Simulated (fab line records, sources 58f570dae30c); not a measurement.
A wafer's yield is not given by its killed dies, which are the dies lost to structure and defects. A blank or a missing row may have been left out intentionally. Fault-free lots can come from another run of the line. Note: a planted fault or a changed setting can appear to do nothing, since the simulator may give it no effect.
Tool commonality check | flow berkeley-cmos170 | Sampled: 14 lots, 48 wafers

== WHY IT WAS OPENED ==
Of 14 lots, 2 have the reading NWELL_TW flagged at UCB170_NWELL_TW_MEAS_16. Wafers without a fault read 1247, standard deviation 9.3.
Rule: a lot gets a flag if all its wafers with a number sit over 4 standard deviations from that mean, or if no wafer of it has a number. The rest of the lots are taken to be sound.

lot  | measured    | on            | NWELL_TW, wafer by wafer      | flag
L417 | day 2 18:12 | film-metro-03 | 1242 1246 1239                |
L418 | day 2 18:14 | film-metro-02 | 1254 1252 1250                |
L419 | day 3 00:20 | film-metro-01 | 1239 1243 1242                |
L421 | day 3 05:37 | film-metro-03 | 1245 1240 1244                |
L423 | day 3 09:55 | film-metro-03 | 1141 1146 1139 1140 1144 1144 | FLAGGED
L425 | day 3 22:39 | film-metro-03 | 1133 1144 1145 1143 1137 1137 | FLAGGED
L434 | day 5 18:30 | film-metro-03 | 1244 1245 1245                |
L432 | day 5 19:02 | film-metro-03 | 1241 1241 1235                |
L435 | day 6 06:24 | film-metro-01 | 1246 1238 1238                |
L436 | day 6 09:49 | film-metro-03 | 1242 1250 1252                |
L437 | day 6 10:06 | film-metro-01 | 1249 1233 1238                |
L438 | day 6 16:34 | film-metro-01 | 1236 1247 1241                |
L439 | day 6 17:57 | film-metro-02 | 1265 1263 1260                |
L440 | day 6 23:56 | film-metro-02 | 1260 1266 1268                |
On average the flagged lots' numbers are 1141, which is -106 against the usual, or -11 standard deviations.

== TOOL THAT RAN EACH LOT ==
The record holds 1 process step before the reading, out of a route of 331 steps. Read each cell as the tool, then ch plus the chambers that the sampled wafers visited, then the start.
lot  | flag    | UCB170_NWELL_IMPLANT_14
L417 |         | implanter-01 ch 0, day 2 17:58
L418 |         | implanter-04 ch 0, day 2 17:59
L419 |         | implanter-03 ch 0, day 3 00:05
L421 |         | implanter-01 ch 0, day 3 05:22
L423 | FLAGGED | implanter-04 ch 0, day 3 09:40
L425 | FLAGGED | implanter-04 ch 0, day 3 22:25
L434 |         | implanter-03 ch 0, day 5 18:16
L432 |         | implanter-01 ch 0, day 5 18:47
L435 |         | implanter-03 ch 0, day 6 06:11
L436 |         | implanter-01 ch 0, day 6 09:34
L437 |         | implanter-04 ch 0, day 6 09:53
L438 |         | implanter-03 ch 0, day 6 16:20
L439 |         | implanter-04 ch 0, day 6 17:44
L440 |         | implanter-04 ch 0, day 6 23:41
What the steps here do:
- UCB170_NWELL_IMPLANT_14
- UCB170_NWELL_TW_MEAS_16

== FLAGGED AGAINST TOTAL, ONE TOOL AT A TIME (gauges that did the reading follow at the end) ==
step                    | tool          | lots run | flagged | share of the flagged lots | sound lots run after its first flagged lot
UCB170_NWELL_IMPLANT_14 | implanter-01  | 4        | 0       | none                      | -
UCB170_NWELL_IMPLANT_14 | implanter-03  | 4        | 0       | none                      | -
UCB170_NWELL_IMPLANT_14 | implanter-04  | 6        | 2       | all                       | 3 (L437,L439,L440)
UCB170_NWELL_TW_MEAS_16 | film-metro-01 | 4        | 0       | none                      | -
UCB170_NWELL_TW_MEAS_16 | film-metro-02 | 3        | 0       | none                      | -
UCB170_NWELL_TW_MEAS_16 | film-metro-03 | 7        | 2       | all                       | 3 (L434,L432,L436)

== WHAT THE TABLE PERMITS ==
2 rows of the table ran every flagged lot: implanter-04 at UCB170_NWELL_IMPLANT_14, film-metro-03 at UCB170_NWELL_TW_MEAS_16.
- implanter-04 at UCB170_NWELL_IMPLANT_14: 2 of its 6 lots flagged. After the first flagged lot (L437, L439, L440), sound lots still ran on it; a lasting fault on the whole tool would not permit that. Its own readings (beam-on-s, faraday-current-uA) fall more than 4 standard deviations out on all wafers of the flagged lots.
- film-metro-03 at UCB170_NWELL_TW_MEAS_16: 2 of its 7 lots flagged. After the first flagged lot (L434, L432, L436), sound lots still ran on it; a lasting fault on the whole tool would not permit that.
Not one row of the table ran every flagged lot while running no sound lot after the first.

== WHAT HAD BEEN PUT IN BY THE SIMULATOR ==
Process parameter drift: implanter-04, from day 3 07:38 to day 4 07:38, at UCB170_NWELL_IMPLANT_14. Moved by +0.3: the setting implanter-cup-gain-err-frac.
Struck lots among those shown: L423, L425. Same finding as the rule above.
